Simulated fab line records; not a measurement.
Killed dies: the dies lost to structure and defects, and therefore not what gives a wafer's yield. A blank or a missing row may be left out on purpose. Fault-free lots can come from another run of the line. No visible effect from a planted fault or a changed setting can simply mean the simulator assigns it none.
Which tool was responsible? :: flow berkeleyCmos170 :: Sampling: 14 lots, 42 wafers, 3 of 331 route steps

== WHAT THE GAUGES SHOWED, per wafer ==
UCB170_V1_THK_MEAS_04.
lot: L718
measured: day 8 18:22
on: filmMetro-03
V1_POLISHED_THK (nm): 1001.6 1000.8 1002.2

lot: L722
measured: day 9 07:04
on: filmMetro-02
V1_POLISHED_THK (nm): 998.9 1001.0 1001.4

lot: L719
measured: day 9 07:22
on: filmMetro-03
V1_POLISHED_THK (nm): 1001.9 997.6 1000.1

lot: L726
measured: day 10 03:17
on: filmMetro-02
V1_POLISHED_THK (nm): 1000.1 1000.6 1000.8

lot: L724
measured: day 10 03:35
on: filmMetro-04
V1_POLISHED_THK (nm): 1001.0 1000.5 1001.4

lot: L729
measured: day 10 22:46
on: filmMetro-04
V1_POLISHED_THK (nm): 1000.0 1001.3 999.2

lot: L728
measured: day 10 22:46
on: filmMetro-02
V1_POLISHED_THK (nm): 1000.5 1001.3 999.4

lot: L731
measured: day 11 05:44
on: filmMetro-04
V1_POLISHED_THK (nm): 998.3 999.2 999.9

lot: L732
measured: day 11 15:05
on: filmMetro-02
V1_POLISHED_THK (nm): 1001.6 1001.4 1000.4

lot: L733
measured: day 11 17:22
on: filmMetro-04
V1_POLISHED_THK (nm): 1000.5 1001.7 1000.6

lot: L734
measured: day 11 17:22
on: filmMetro-02
V1_POLISHED_THK (nm): 998.9 1002.7 1000.1

lot: L737
measured: day 12 08:14
on: filmMetro-03
V1_POLISHED_THK (nm): 1002.4 1000.2 1000.3

lot: L740
measured: day 12 22:33
on: filmMetro-04
V1_POLISHED_THK (nm): 1001.9 1001.6 1000.9

lot: L739
measured: day 12 22:33
on: filmMetro-02
V1_POLISHED_THK (nm): 1000.3 1001.2 1001.3

UCB170_V1_CD_MEAS_12 targets a cd of 700 nm.
lot: L718
measured: day 8 20:11
on: cdSem-02
cdNm (nm): 700.0 702.2 700.8

lot: L722
measured: day 9 09:38
on: cdSem-02
cdNm (nm): 700.6 701.7 700.5

lot: L719
measured: day 9 10:10
on: cdSem-01
cdNm (nm): 702.1 700.1 701.4

lot: L726
measured: day 10 05:32
on: cdSem-01
cdNm (nm): 699.0 699.2 699.3

lot: L724
measured: day 10 05:23
on: cdSem-01
cdNm (nm): 699.3 699.3 698.6

lot: L729
measured: day 11 00:50
on: cdSem-02
cdNm (nm): 699.0 698.9 700.2

lot: L728
measured: day 11 00:38
on: cdSem-02
cdNm (nm): 701.1 701.3 699.4

lot: L731
measured: day 11 08:17
on: cdSem-01
cdNm (nm): 701.3 700.7 701.2

lot: L732
measured: day 11 16:11
on: cdSem-02
cdNm (nm): 699.7 699.4 698.2

lot: L733
measured: day 11 19:21
on: cdSem-02
cdNm (nm): 703.0 701.0 701.2

lot: L734
measured: day 11 19:15
on: cdSem-02
cdNm (nm): 702.0 703.1 701.5

lot: L737
measured: day 12 12:12
on: cdSem-01
cdNm (nm): 698.0 697.3 698.0

lot: L740
measured: day 13 00:12
on: cdSem-02
cdNm (nm): 698.8 699.2 698.1

lot: L739
measured: day 13 00:06
on: cdSem-02
cdNm (nm): 703.4 701.9 701.2

UCB170_V1_OVL_MEAS_13.
lot: L718
measured: day 8 20:17
on: overlay-02
V1_OVL (nm): 5 -1 5

lot: L722
measured: day 9 09:46
on: overlay-01
V1_OVL (nm): 2 -5 -2

lot: L719
measured: day 9 10:17
on: overlay-02
V1_OVL (nm): 1 1 7

lot: L726
measured: day 10 05:38
on: overlay-01
V1_OVL (nm): 9 8 9

lot: L724
measured: day 10 05:30
on: overlay-01
V1_OVL (nm): -1 0 -1

lot: L729
measured: day 11 00:57
on: overlay-01
V1_OVL (nm): -2 -7 -6

lot: L728
measured: day 11 00:45
on: overlay-02
V1_OVL (nm): -5 -3 -2

lot: L731
measured: day 11 08:23
on: overlay-02
V1_OVL (nm): -3 -8 -8

lot: L732
measured: day 11 16:19
on: overlay-01
V1_OVL (nm): -15 -7 -10

lot: L733
measured: day 11 19:28
on: overlay-01
V1_OVL (nm): -5 1 -6

lot: L734
measured: day 11 19:22
on: overlay-02
V1_OVL (nm): -9 -1 -5

lot: L737
measured: day 12 12:19
on: overlay-01
V1_OVL (nm): 2 6 -1

lot: L740
measured: day 13 00:19
on: overlay-02
V1_OVL (nm): 1 3 0

lot: L739
measured: day 13 00:12
on: overlay-01
V1_OVL (nm): 4 -8 -1

== EACH LOT AND THE TOOL THAT RAN IT (in order: tool; ch and the chambers of the sampled wafers; start) ==
No process step before these readings appears in the record.

== AS READ BY THE TOOLS THEMSELVES (means over the sampled wafers that have a number; for cases with no such wafer, the mark the record gives instead) ==
The record holds no such reading with a usual standard deviation.

== THE ANSWER, worked out from the rows above alone ==
Rule: the lots themselves supply what counts as usual. The widest of any qualifying gaps counts: lots, ordered by their means at a reading, are off when they make up no more than a third of the lots, leave a main group of 4 or more, and stand apart from it by 3 or more times the standard deviation of that group's means. If all means in a main group match to the digits the tables above print for the reading, that group is not used. A lot without any number at a reading at which 4 lots or more have one is off too. All remaining lots with rows at the step are treated as sound. Order of review: gauges by route order, followed by the tools' own readings, for which a lot's mean as printed above is used. At the first step where some lot is off, the reading lying furthest off is the one used; lots without a number count as furthest.
No lot is off on any of the readings shown, so nothing can be concluded from this.

== WHAT HAD BEEN PUT IN BY THE SIMULATOR ==
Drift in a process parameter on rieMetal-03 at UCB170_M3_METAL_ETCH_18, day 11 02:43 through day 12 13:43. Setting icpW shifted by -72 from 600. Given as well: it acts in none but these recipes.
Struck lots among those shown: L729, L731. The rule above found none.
